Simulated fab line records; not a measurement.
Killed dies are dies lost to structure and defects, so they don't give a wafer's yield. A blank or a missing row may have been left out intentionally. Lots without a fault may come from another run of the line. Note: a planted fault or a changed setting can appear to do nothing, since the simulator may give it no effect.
Chamber matching    flow berkeley-cmos170    4 sister chambers for UCB170_V2_ETCH_14 on rie-diel-04
The step etches SiO2 in CHF3/CF4/Ar, stops on Al, target depth 1250 nm, time 291 s. 4 wafers are shown with their chamber, then 8 later ones without.

== WAFERS PAIRED WITH THEIR CHAMBERS ==
wafer   chamber  throttle-valve-pct (%)
L280.4  1        7.12
L280.5  0        6.75
L280.6  3        6.95
L279.1  2        6.95

== WAFERS WITHOUT THEIR CHAMBER ==
wafer   throttle-valve-pct (%)
L279.4  7.11
L279.5  6.78
L287.2  6.94
L287.3  6.78
L287.6  6.79
L286.1  7.12
L286.4  7.11
L286.5  6.93

== WHICH CHAMBER EACH WENT THROUGH ==
wafer   from the rows above      in truth
L279.4  1                        1
L279.5  0                        0
L287.2  can't be placed: 2 or 3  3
L287.3  0                        0
L287.6  0                        0
L286.1  1                        1
L286.4  1                        1
L286.5  can't be placed: 2 or 3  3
6 of 8 placed correctly. Not placeable from these rows: 2 (in 2, the candidates include the true chamber). Number placed wrongly: 0.
How it was worked out, from the rows above alone: a wafer's distance from a chamber is the root of the sum, over the readings, of the square of ((its reading less the chamber's mean) divided by the reading's scatter). The wafer belongs to the nearest chamber; if the next one is less than 2 further off, it can't be placed. The mean given for a chamber averages the wafers shown for that chamber. The scatter (one wafer shown for each chamber): square how far every hidden wafer sits from the nearest shown wafer, average those squares and take the square root.
